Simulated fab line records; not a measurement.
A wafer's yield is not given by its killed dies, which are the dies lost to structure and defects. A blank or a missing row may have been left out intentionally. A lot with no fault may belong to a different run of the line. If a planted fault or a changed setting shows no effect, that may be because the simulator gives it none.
Struck lot and sound lot, side by side	flow rit-cmos	39 out of 202 route steps
Sound: the wafers L437.2, L437.3, L437.5. Struck: wafers L431.1, L431.2, L431.6. At the end, the cause is stated.
At each step with rows: each side's tool, then ch and its chambers, then its first start. Under that, the readings that differ: sound wafers	struck wafers	difference of the means	sigmas: that difference in standard deviations of wafers without a fault.
alike: readings with means less than 2 such deviations apart, plus words and numbers identical on both sides. not compared: withheld readings, readings lacking a value on some wafer, bounds such as >300 that could conceal the same value, and numbers that have no deviation in the record and whose values overlap.
Wherever a step has rows on one side only, a row that says differs or no value, or a row with sigmas, the two part there. Non-overlapping numbers with no deviation appear without sigmas and do not part them. A reading that every wafer of one side lacks parts them only if that side has two wafers or more.

first, 3 steps without rows for these wafers: RIT_GATE_EXPOSE_13 (exposes mask M6, target cd 150 nm); RIT_GATE_PEB_14; RIT_GATE_DEVELOP_15 (develop time 50 s).
RIT_GATE_CD_MEAS_16: the cd target is 150 nm.
  sound on cd-sem-02, day 6 16:37; struck on cd-sem-01, day 5 09:18
  alike: cd-nm
RIT_GATE_OVL_MEAS_17:
  sound on overlay-02, day 6 16:44; struck on overlay-02, day 5 09:25
  alike: GATE_OVL
then, 1 step without rows for these wafers: RIT_GATE_HARDBAKE_18 (time 60 s).
RIT_GATE_ETCH_19: etches poly-Si in SF6/CHF3/O2, stops on SiO2, time 165 s, target depth 312.5 nm.
  sound on rie-si-02 ch 0,1,3, day 6 16:55; struck on rie-si-02 ch 1,3, day 5 09:36
  alike: drypump-motor-current-A, oes-product-au, throttle-valve-pct
  not compared: rf-hours-counter-h
RIT_GATE_STRIP_20: strips in O2, time 180 s.
  sound on plasma-asher-01 ch 0, day 6 17:01; struck on plasma-asher-04 ch 0,1, day 5 09:43
  alike: drypump-motor-current-A
  not compared: rf-hours-counter-h
RIT_GATE_CD_MEAS_90: the cd target is 150 nm.
  sound on cd-sem-01, day 6 17:13; struck on cd-sem-01, day 5 09:53
  alike: cd-nm
then, 3 steps without rows for these wafers: RIT_REOX_CLEAN_00 (cleans in SC1, time 600 s); RIT_REOX_CLEAN_01 (cleans in dHF, time 30 s); RIT_REOX_CLEAN_02 (cleans in SC2, time 600 s).
RIT_REOX_OXIDATION_03: target thk 25.2 nm, ox time 5580 s.
  sound on furnace-03 ch 0, day 6 17:44; struck on furnace-04 ch 0, day 5 10:22
reading	sound	struck	difference	sigmas
spike-tc-centre-C (C)	900.0 901.5 902.2	889.3 888.0 889.0	-12.5	-10
spike-tc-load-C (C)	925.2 925.8 925.4	913.0 913.2 913.6	-12.2	-8
spike-tc-source-C (C)	924 925 923	900 900 901	-24	-6
tube-center-temp-C (C)	900.12 900 900.05	886.07 885.98 885.94	-14.06	-99 or more
tube_center_temp_C_max	902.0 902.5 901.9	889.1 888.1 888.5	-13.6	-33
model.SiO2_of_REOX_OXIDATION_03.thk-nm (nm)	25.06 25.08 24.96	22.27 22.07 22.29	-2.82	
RIT_REOX_THK_MEAS_04:
  sound on film-metro-01, day 6 20:17; struck on film-metro-01, day 5 12:55
reading	sound	struck	difference	sigmas
REOX_OXIDE_THK (nm)	25.0 25.1 25.0	22.3 22.1 22.3	-2.8	-5
then, 6 steps without rows for these wafers: RIT_NLDD_HMDS_00 (prime time 60 s); RIT_NLDD_COAT_01 (resist thk 1000 nm); RIT_NLDD_SOFTBAKE_02 (time 60 s); RIT_NLDD_EXPOSE_03 (exposes mask M7, target cd 40700 nm); RIT_NLDD_PEB_04; RIT_NLDD_DEVELOP_05 (develop time 50 s).
RIT_NLDD_OVL_MEAS_06:
  sound on overlay-02, day 6 21:20; struck on overlay-02, day 5 13:58
  alike: NLDD_OVL
then, 2 steps without rows for these wafers: RIT_NLDD_HARDBAKE_07 (time 60 s); RIT_NLDD_IMPLANT_08.
RIT_NLDD_STRIP_09: strips in O2, time 180 s.
  sound on plasma-asher-03 ch 1, day 6 21:40; struck on plasma-asher-01 ch 0,1, day 5 14:17
  alike: drypump-motor-current-A
  not compared: rf-hours-counter-h
RIT_NLDD_TW_MEAS_10:
  sound on film-metro-02, day 6 21:50; struck on film-metro-03, day 5 14:28
reading	sound	struck	difference	sigmas
NLDD_TW	2477 2477 2474	2521 2507 2514	+38	+2
then, 6 steps without rows for these wafers: RIT_PLDD_HMDS_00 (prime time 60 s); RIT_PLDD_COAT_01 (resist thk 1000 nm); RIT_PLDD_SOFTBAKE_02 (time 60 s); RIT_PLDD_EXPOSE_03 (exposes mask M8, target cd 40900 nm); RIT_PLDD_PEB_04; RIT_PLDD_DEVELOP_05 (develop time 50 s).
RIT_PLDD_OVL_MEAS_06:
  sound on overlay-02, day 6 22:52; struck on overlay-02, day 5 15:30
  alike: PLDD_OVL
then, 2 steps without rows for these wafers: RIT_PLDD_HARDBAKE_07 (time 60 s); RIT_PLDD_IMPLANT_08.
RIT_PLDD_STRIP_09: strips in O2, time 180 s.
  sound on plasma-asher-01 ch 0,1, day 6 23:12; struck on plasma-asher-04 ch 0,1, day 5 15:50
  alike: drypump-motor-current-A
  not compared: rf-hours-counter-h
RIT_PLDD_TW_MEAS_10:
  sound on film-metro-02, day 6 23:23; struck on film-metro-02, day 5 16:01
  alike: PLDD_TW
RIT_SPACER_CLEAN_00: cleans in SC1, time 600 s.
  sound on wet-bench-04 ch 1, day 6 23:26; struck on wet-bench-01 ch 3, day 5 16:05
reading	sound	struck	difference	sigmas
model.SiO2_of_REOX_OXIDATION_03.thk-nm (nm)	23.12 23.13 23.02	20.52 20.34 20.54	-2.62	
then, 1 step without rows for these wafers: RIT_SPACER_CLEAN_01 (cleans in dHF, time 30 s).
RIT_M1_PROBE_99:
  sound on prober-01, day 7 13:31; struck on prober-01, day 6 05:57
reading	sound	struck	difference	sigmas
model.etest.pmos-turned.r-on-ohm-um	3284 3357 3300	2920 2746 2864	-470	
model.etest.pmos_0p3.r-on-ohm-um	5953 5964 5937	5668 5512 5616	-353	
model.etest.pmos_0p15.r-on-ohm-um	2641 2690 2674	2447 2303 2397	-286	
model.etest.pldd.rs-ohm-sq	521.1 523.5 516.4	381.2 374.8 378.5	-142.2	
model.etest.nmos-turned.drive-ua-um	374.4 372.4 374.9	391.3 403.3 392.6	+21.8	
model.etest.nldd.rs-ohm-sq	354 352 349.5	337.7 331.8 337.1	-16.3	
  alike: killed-at-front-end, killed-dies, killed-open, killed-short
  not compared: model.etest.nmos_0p3.r-on-ohm-um, model.etest.nmos_0p15.r-on-ohm-um

== WHERE THEY PART ==
First at RIT_REOX_OXIDATION_03; last, within this record, at RIT_NLDD_TW_MEAS_10. Later steps at which nothing parts them and some readings are alike: RIT_PLDD_OVL_MEAS_06, RIT_PLDD_STRIP_09, RIT_PLDD_TW_MEAS_10, RIT_M1_PROBE_99.

WHY: whatever the simulator had introduced
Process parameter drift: furnace-04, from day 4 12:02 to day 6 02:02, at RIT_REOX_OXIDATION_03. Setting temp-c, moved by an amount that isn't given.
